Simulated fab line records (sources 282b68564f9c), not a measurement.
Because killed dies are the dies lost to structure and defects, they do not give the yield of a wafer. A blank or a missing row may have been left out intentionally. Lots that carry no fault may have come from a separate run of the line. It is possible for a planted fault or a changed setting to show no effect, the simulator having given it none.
A struck lot beside a sound one :: flow ritCmos :: 44 out of 202 route steps
Sound: these wafers, L279.3, L279.5, L279.6. Wafers L288.1, L288.4, L288.5 were the ones struck. The cause comes at the end.
For every step that has rows: the tool of each side, followed by ch and its chambers, followed by its first start. Under that, the readings that differ: sound wafers :: struck wafers :: difference of the means :: sigmas: that difference in standard deviations of wafers without a fault.
alike: readings with means less than 2 such deviations apart, plus words and numbers identical on both sides. not compared: withheld readings, readings lacking a value on some wafer, bounds such as >300 that could conceal the same value, and numbers that have no deviation in the record and whose values overlap.
A row with sigmas, a row that says differs or no value, or rows on one side alone: a step with any of these is where the two part. When numbers do not overlap yet have no deviation, they are printed without sigmas and do not part them. A reading missing from all wafers of one side parts the sides only when that side holds two or more wafers.

first, 3 steps without rows for these wafers: RIT_REOX_CLEAN_01 (cleans in dHF, time 30 s); RIT_REOX_CLEAN_02 (cleans in SC2, time 600 s); RIT_REOX_OXIDATION_03 (target thk 25.2 nm, ox time 5580 s).
RIT_REOX_THK_MEAS_04:
  sound on filmMetro-01, day 5 05:35; struck on filmMetro-04, day 6 17:21
  alike: REOX_OXIDE_THK
then, 6 steps without rows for these wafers: RIT_NLDD_HMDS_00 (prime time 60 s); RIT_NLDD_COAT_01 (resist thk 1000 nm); RIT_NLDD_SOFTBAKE_02 (time 60 s); RIT_NLDD_EXPOSE_03 (exposes mask M7, target cd 40700 nm); RIT_NLDD_PEB_04; RIT_NLDD_DEVELOP_05 (develop time 50 s).
RIT_NLDD_OVL_MEAS_06:
  sound on overlay-02, day 5 06:37; struck on overlay-01, day 6 18:17
  alike: NLDD_OVL
then, 1 step without rows for these wafers: RIT_NLDD_HARDBAKE_07 (time 60 s).
RIT_NLDD_IMPLANT_08:
  sound on implanter-04 ch 0, day 5 06:50; struck on implanter-04 ch 0, day 6 18:28
reading: doseIonsCm2
sound: 4.992e+14 5.001e+14 5.008e+14
struck: 1.991e+14 1.993e+14 1.997e+14
difference: -3.007e+14
sigmas: -99 or more

reading: faradayCurrentUA
sound: 1648 1614 1585
struck: 594 626 653
difference: -991
sigmas: -29
  alike: tiltDeg
RIT_NLDD_STRIP_09: strips in O2, time 180 s.
  sound on plasmaAsher-03 ch 0,1, day 5 07:00; struck on plasmaAsher-02 ch 1, day 6 18:37
  alike: chamberPressureMTorr, drypumpMotorCurrentA
  not compared: rfHoursCounterH
RIT_NLDD_TW_MEAS_10:
  sound on filmMetro-01, day 5 07:08; struck on filmMetro-01, day 6 18:48
reading: NLDD_TW
sound: 2515 2517 2501
struck: 1918 1932 1919
difference: -588
sigmas: -39
then, 6 steps without rows for these wafers: RIT_PLDD_HMDS_00 (prime time 60 s); RIT_PLDD_COAT_01 (resist thk 1000 nm); RIT_PLDD_SOFTBAKE_02 (time 60 s); RIT_PLDD_EXPOSE_03 (exposes mask M8, target cd 40900 nm); RIT_PLDD_PEB_04; RIT_PLDD_DEVELOP_05 (develop time 50 s).
RIT_PLDD_OVL_MEAS_06:
  sound on overlay-02, day 5 08:02; struck on overlay-02, day 6 19:50
  alike: PLDD_OVL
then, 2 steps without rows for these wafers: RIT_PLDD_HARDBAKE_07 (time 60 s); RIT_PLDD_IMPLANT_08.
RIT_PLDD_STRIP_09: strips in O2, time 180 s.
  sound on plasmaAsher-04 ch 0,1, day 5 08:25; struck on plasmaAsher-02 ch 0,1, day 6 20:10
  alike: chamberPressureMTorr, drypumpMotorCurrentA
  not compared: rfHoursCounterH
RIT_PLDD_TW_MEAS_10:
  sound on filmMetro-03, day 5 08:33; struck on filmMetro-01, day 6 20:21
  alike: PLDD_TW
then, 4 steps without rows for these wafers: RIT_SPACER_CLEAN_00 (cleans in SC1, time 600 s); RIT_SPACER_CLEAN_01 (cleans in dHF, time 30 s); RIT_SPACER_CLEAN_02 (cleans in SC2, time 600 s); RIT_SPACER_CVD_03 (deposits Si3N4 from SiH2Cl2/NH3, target thk 250 nm, time 3300 s).
RIT_SPACER_THK_MEAS_04:
  sound on filmMetro-04, day 5 10:54; struck on filmMetro-04, day 6 22:42
  alike: SPACER_NITRIDE_THK
RIT_SPACER_ETCHBACK_05: etches Si3N4 in SF6/CHF3, stops on SiO2, target depth 250 nm, time 240 s.
  sound on rieDiel-01 ch 2,3, day 5 10:56; struck on rieDiel-04 ch 0,1,3, day 6 22:46
  alike: CHF3_flow_sccm, chamberPressureMTorr, drypumpMotorCurrentA, oesProductAu, throttleValvePct
  not compared: rfHoursCounterH
then, 6 steps without rows for these wafers: RIT_NSD_HMDS_00 (prime time 60 s); RIT_NSD_COAT_01 (resist thk 1000 nm); RIT_NSD_SOFTBAKE_02 (time 60 s); RIT_NSD_EXPOSE_03 (exposes mask M9, target cd 40700 nm); RIT_NSD_PEB_04; RIT_NSD_DEVELOP_05 (develop time 50 s).
RIT_NSD_OVL_MEAS_06:
  sound on overlay-01, day 5 11:57; struck on overlay-01, day 6 23:53
  alike: NSD_OVL
then, 2 steps without rows for these wafers: RIT_NSD_HARDBAKE_07 (time 60 s); RIT_NSD_IMPLANT_08.
RIT_NSD_STRIP_09: strips in O2, time 180 s.
  sound on plasmaAsher-03 ch 0,1, day 5 12:20; struck on plasmaAsher-03 ch 0,1, day 7 00:14
  alike: chamberPressureMTorr, drypumpMotorCurrentA
  not compared: rfHoursCounterH
RIT_SDANNEAL_RS_MEAS_07: uses a four-point probe to measure.
  sound on filmMetro-03, day 5 15:08; struck on filmMetro-03, day 7 02:55
reading: NLDD_RS (ohm/sq)
sound: 152.0 151.9 152.5
struck: 302.2 301.5 305.7
difference: +151.0
sigmas: +99 or more
RIT_M1_PROBE_99:
  sound on prober-02, day 5 23:04; struck on prober-01, day 7 10:06
reading: model.etest.nmos_0p15.rOnOhmUm
sound: 1090 1098 1171
struck: 1833 1853 1806
difference: +711
sigmas: 

reading: model.etest.nmos_0p3.rOnOhmUm
sound: 2087 2132 2174
struck: 2812 2868 2809
difference: +699
sigmas: 

reading: model.etest.nldd.rsOhmSq
sound: 368.9 366.8 380.9
struck: 836.1 839.1 846.5
difference: +468.4
sigmas: 

reading: model.etest.nmosTurned.driveUaUm
sound: 334.2 332.7 311.1
struck: 105.7 102.7 106.3
difference: -221.1
sigmas: 

reading: model.etest.nldd.lineOhmUm
sound: 114.5 116.7 120.1
struck: 266.7 260.4 262.6
difference: +146.1
sigmas: 

reading: model.etest.nmos_0p15.driveUaUm
sound: 491.7 479.1 467.8
struck: 330.3 322.1 325.1
difference: -153.7
sigmas: 

reading: model.etest.nmosNarrow.driveUaUm
sound: 238.3 231.8 231.4
struck: 191 186 187.4
difference: -46
sigmas: 

reading: model.etest.nmos_0p3.driveUaUm
sound: 234.5 228.8 225.9
struck: 190.4 186.5 187
difference: -41.8
sigmas: 
  alike: killedAtContacts, killedAtFrontEnd, killedDies, killedOpen, killedShort

WHERE THEY PART
First at RIT_NLDD_IMPLANT_08; last, within this record, at RIT_SDANNEAL_RS_MEAS_07. Later steps at which nothing parts them and some readings are alike: RIT_M1_PROBE_99.

WHY: what the simulator had put in
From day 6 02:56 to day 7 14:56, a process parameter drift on implanter-04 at RIT_NLDD_IMPLANT_08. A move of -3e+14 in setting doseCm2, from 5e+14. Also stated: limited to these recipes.
